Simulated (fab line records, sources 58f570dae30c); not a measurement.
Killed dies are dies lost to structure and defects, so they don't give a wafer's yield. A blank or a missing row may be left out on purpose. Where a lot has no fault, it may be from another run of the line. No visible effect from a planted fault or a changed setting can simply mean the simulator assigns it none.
The same fault as seen by 2 desks + flow berkeleyCmos170 + numbers are kept per desk, each desk with only its own; the story behind them comes last

FROM THE METROLOGY DESK
Means of the sampled wafers that have a number, per lot and without regard to the tool the lot ran on: this is what the gauges read. Marked OUT: a lot whose mean sits more than 4 standard deviations from the usual mean, which makes it out of limits; the brackets give that distance.
Columns: A = M2_AL_RS at UCB170_M2_RS_MEAS_02, usual 0.0323 ohm/sq; B = M2_AL_THK at UCB170_M2_THK_MEAS_03, usual 903 nm
| lot  | first seen here | A                 | B              |
|------|-----------------|-------------------|----------------|
| L156 | day 7 13:44     | 0.0329            | 884            |
| L157 | day 8 05:32     | 0.0323            | 905            |
| L159 | day 8 21:52     | 0.0331            | 886            |
| L160 | day 8 22:10     | 0.0326            | 894            |
| L162 | day 9 02:39     | 0.0323            | 902            |
| L163 | day 9 07:31     | 0.0299 (-7.4) OUT | 985 (+8.2) OUT |
| L166 | day 10 02:54    | 0.0322            | 911            |
| L173 | day 10 20:31    | 0.0321            | 903            |
| L172 | day 10 21:04    | 0.0324            | 904            |
| L174 | day 11 10:04    | 0.0320            | 906            |
| L175 | day 11 21:49    | 0.0325            | 896            |
| L178 | day 12 00:05    | 0.0320            | 907            |
| L179 | day 12 04:26    | 0.0324            | 898            |
This desk's result: L163 out of limits, first on L163 (M2_AL_RS at UCB170_M2_RS_MEAS_02), day 9 07:31. In limits: L156, L157, L159, L160, L162, L166, L173, L172, L174, L175, L178, L179.

AT THE TOOL OWNER'S DESK: pvdSputter-01
The tool's own readings at UCB170_M2_SPUTTER_01 (material Al, target thk 900 nm, time 120 s): means of the sampled wafers that have a number, for each lot that ran on this tool. Marked OUT: a lot whose mean sits more than 4 standard deviations from the usual mean, which makes it out of limits; the brackets give that distance.
Columns: A = cathodeDcPowerW at UCB170_M2_SPUTTER_01, usual 6000.1 W; B = throttleValvePct at UCB170_M2_SPUTTER_01, usual 30.2 %
| lot  | first seen here | A                        | B    |
|------|-----------------|--------------------------|------|
| L162 | day 9 02:33     | 6000.6                   | 30.3 |
| L163 | day 9 07:26     | 6638.0 (+99 or more) OUT | 30.3 |
| L179 | day 12 04:21    | 5999.4                   | 29.8 |
This desk's verdict: out of limits on L163, starting with L163 at day 9 07:26 (cathodeDcPowerW at UCB170_M2_SPUTTER_01). In limits: L162, L179.

ALL TOGETHER
On L163, at day 9 07:26, an alarm was possible from the tool owner's desk.
Metrology desk: alarm possible at day 9 07:31 on L163.
UCB170_M2_SPUTTER_01 was run on pvdSputter-01 by each of the lots named.

WHAT THE SIMULATOR HAD INSERTED
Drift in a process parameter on pvdSputter-01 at UCB170_M2_SPUTTER_01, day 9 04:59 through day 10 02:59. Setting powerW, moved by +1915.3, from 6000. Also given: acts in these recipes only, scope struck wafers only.
Struck lots among those shown: L163.
Counting hours from when the fault started, the first reading out of limits came at 2 for the tool owner's desk and at 3 for the metrology desk.
